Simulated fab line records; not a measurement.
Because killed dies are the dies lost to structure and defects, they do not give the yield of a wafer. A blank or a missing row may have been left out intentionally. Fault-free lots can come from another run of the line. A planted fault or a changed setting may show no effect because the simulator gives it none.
A struck lot beside a sound one ; flow rit cmos ; 21 steps out of a route of 202
Sound: the wafers L963.1, L963.2, L963.6. The struck wafers were L973.2, L973.3, L973.6. The cause is named last.
For every step that has rows: the tool of each side, followed by ch and its chambers, followed by its first start. Under that, the readings that differ: sound wafers ; struck wafers ; difference of the means ; sigmas: that difference in standard deviations of wafers without a fault.
alike: words and numbers the same on both sides, and readings whose means are apart by under 2 such deviations; not compared: readings that were withheld, readings missing a value for some wafer, numbers with overlapping values and no deviation given by the record, and bounds like >300 which may hide the same value.
The two part at a step that has a row with sigmas, a row that says differs or no value, or rows on one side only. When numbers do not overlap yet have no deviation, they are printed without sigmas and do not part them. Lack of a reading on every wafer of one side parts them only where that side has two or more wafers.

first, 3 steps without rows for these wafers: RIT_PWELL_EXPOSE_03 (exposes mask M3, target cd 43700 nm); RIT_PWELL_PEB_04; RIT_PWELL_DEVELOP_05 (develop time 68 s).
RIT_PWELL_OVL_MEAS_06:
  struck on overlay-01, day 4 08:02; sound on overlay-01, day 2 07:19
  alike: PWELL_OVL
then, 2 steps without rows for these wafers: RIT_PWELL_HARDBAKE_07 (time 120 s); RIT_PWELL_IMPLANT_08.
RIT_PWELL_STRIP_09: strips in O2, time 180 s.
  sound on plasma asher-03 ch 0,1, day 2 07:45; struck on plasma asher-03 ch 0,1, day 4 08:28
  alike: drypump motor current A
  not compared: rf hours counter h
RIT_PWELL_TW_MEAS_10:
  struck on film metro-02, day 4 08:39; sound on film metro-04, day 2 07:56
  alike: PWELL_TW
then, 1 step without rows for these wafers: RIT_WELLDRIVE_ANNEAL_00 (time 14700 s).
RIT_WELLDRIVE_RS_MEAS_01: measurement is done with a four-point probe.
  struck on film metro-01, day 4 13:59; sound on film metro-01, day 2 15:05
  alike: NWELL_RS
RIT_WELLDRIVE_RS_MEAS_02: measurement is done with a four-point probe.
  struck on film metro-01, day 4 14:06; sound on film metro-01, day 2 15:13
reading;sound;struck;difference;sigmas
PWELL_RS (ohm/sq);428.8 428.4 427.6;431.0 430.8 430.6;+2.5;+2
then, 1 step without rows for these wafers: RIT_NRETRO_HMDS_00 (prime time 60 s).
RIT_NRETRO_COAT_01: resist thk 1300 nm.
  sound on litho track-02 ch 0, day 2 15:43; struck on litho track-03 ch 0, day 4 14:23
reading;sound;struck;difference;sigmas
model.NOVOLAK_of_NRETRO_COAT_01.thk nm (nm);1283 1287 1282;1396 1396 1396;+112;
  alike: resist line temp C, spin speed rpm
then, 4 steps without rows for these wafers: RIT_NRETRO_SOFTBAKE_02 (time 60 s); RIT_NRETRO_EXPOSE_03 (exposes mask M4, target cd 43900 nm); RIT_NRETRO_PEB_04; RIT_NRETRO_DEVELOP_05 (develop time 68 s).
RIT_NRETRO_OVL_MEAS_06:
  struck on overlay-01, day 4 15:05; sound on overlay-01, day 2 16:35
  alike: NRETRO_OVL
RIT_NRETRO_HARDBAKE_07: time 120 s.
  sound on litho track-02 ch 0, day 2 16:44; struck on litho track-02 ch 0, day 4 15:10
reading;sound;struck;difference;sigmas
resist line temp C (C);23.14 23.00 23.08;23.02 22.79 22.71;-0.23;-2
model.NOVOLAK_of_NRETRO_COAT_01.thk nm (nm);1122 1126 1121;1220 1219 1220;+97;
  alike: heater power total W
after that, 1 step had no rows for these wafers: RIT_NRETRO_IMPLANT_08.
RIT_M1_PROBE_99:
  the record has rows for the struck wafers here (prober-01, day 6 02:08) and none for the sound ones

## WHERE THEY PART
First at RIT_WELLDRIVE_RS_MEAS_02; last, within this record, at RIT_M1_PROBE_99.

WHY: whatever the simulator had introduced
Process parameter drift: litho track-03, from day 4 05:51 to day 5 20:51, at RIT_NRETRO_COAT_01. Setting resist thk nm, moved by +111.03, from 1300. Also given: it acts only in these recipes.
